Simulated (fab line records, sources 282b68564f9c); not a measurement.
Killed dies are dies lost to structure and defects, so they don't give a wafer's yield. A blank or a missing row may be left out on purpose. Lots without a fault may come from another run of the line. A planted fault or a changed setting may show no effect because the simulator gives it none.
One fault seen from 2 desks | flow rit_cmos | each desk has only its own numbers; what lay behind them comes last

THE METROLOGY DESK
What the gauges read, lot by lot, whatever tool the lot ran on: means of the sampled wafers that have a number. A lot is out of limits, marked OUT, if its mean lies more than 4 standard deviations from the usual mean; the brackets give that distance.
Columns: A = GATE_POLY_THK at RIT_GATE_THK_MEAS_09, usual 249.8 nm; B = cd_nm at RIT_GATE_CD_MEAS_90, usual 150.1 nm; C = REOX_OXIDE_THK at RIT_REOX_THK_MEAS_04, usual 25.1 nm
lot  | first seen here | A               | B     | C
L150 | day 2 19:25     | 247.1           | 148.2 | 25.2
L152 | day 2 22:41     | 249.4           | 152.4 | 24.6
L153 | day 3 10:14     | 247.9           | 148.6 | 25.3
L154 | day 3 13:00     | 247.9           | 149.0 | 25.3
L156 | day 4 01:26     | 252.2           | 146.6 | 25.7
L157 | day 4 03:02     | 280.4 (+12) OUT | 151.0 | 24.6
L158 | day 4 05:17     | 276.8 (+11) OUT | 151.3 | 24.6
L159 | day 4 15:57     | 277.1 (+11) OUT | 148.9 | 24.8
L161 | day 4 19:43     | 282.1 (+13) OUT | 150.2 | 25.2
L165 | day 5 23:17     | 247.0           | 150.8 | 24.8
L168 | day 6 20:11     | 247.3           | 153.6 | 25.2
L169 | day 7 08:53     | 248.2           | 151.0 | 24.9
L170 | day 7 13:40     | 249.0           | 150.1 | 25.2
L171 | day 7 13:41     | 250.5           | 148.5 | 25.4
L172 | day 7 19:07     | 249.8           | 152.1 | 25.4
L173 | day 8 03:58     | 253.3           | 149.9 | 25.2
This desk's finding: out of limits on L157, L158, L159, L161; first on L157, day 4 03:02 (GATE_POLY_THK at RIT_GATE_THK_MEAS_09). In limits: L150, L152, L153, L154, L156, L165, L168, L169, L170, L171, L172, L173.

THE TOOL OWNER'S DESK: lpcvd-02
The tool's own readings at RIT_GATE_CVD_08 (deposits poly-Si from SiH4, target thk 250 nm, time 2220 s): means of the sampled wafers that have a number, for each lot that ran on this tool. A lot is out of limits, marked OUT, if its mean lies more than 4 standard deviations from the usual mean; the brackets give that distance.
Columns: A = pressure_mtorr at RIT_GATE_CVD_08, usual 300.0 mTorr
lot  | first seen here | A
L152 | day 2 21:03     | 300.0
L154 | day 3 11:23     | 300.3
L156 | day 3 23:48     | 300.0
L157 | day 4 01:25     | 301.1
L158 | day 4 03:39     | 299.4
L159 | day 4 14:20     | 300.0
L161 | day 4 18:05     | 299.5
L170 | day 7 12:03     | 300.8
L171 | day 7 12:03     | 300.7
L172 | day 7 17:29     | 299.6
L173 | day 8 02:20     | 299.3
This desk's finding: nothing out of limits on any of the 11 lots.

PUT TOGETHER
The metrology desk could have raised an alarm at day 4 03:02, on L157, L158, L159, L161.
The tool owner's desk saw nothing out of limits.
The tool owner's desk has L157, L158, L159, L161 on record, within its limits.
Of the lots named, all ran RIT_GATE_CVD_08 on lpcvd-02.

WHAT THE SIMULATOR HAD PUT IN
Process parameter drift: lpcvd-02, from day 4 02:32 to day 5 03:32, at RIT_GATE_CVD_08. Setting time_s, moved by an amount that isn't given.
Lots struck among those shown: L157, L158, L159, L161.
Hours from the fault's start to each desk's first reading out of limits: the metrology desk, 0.
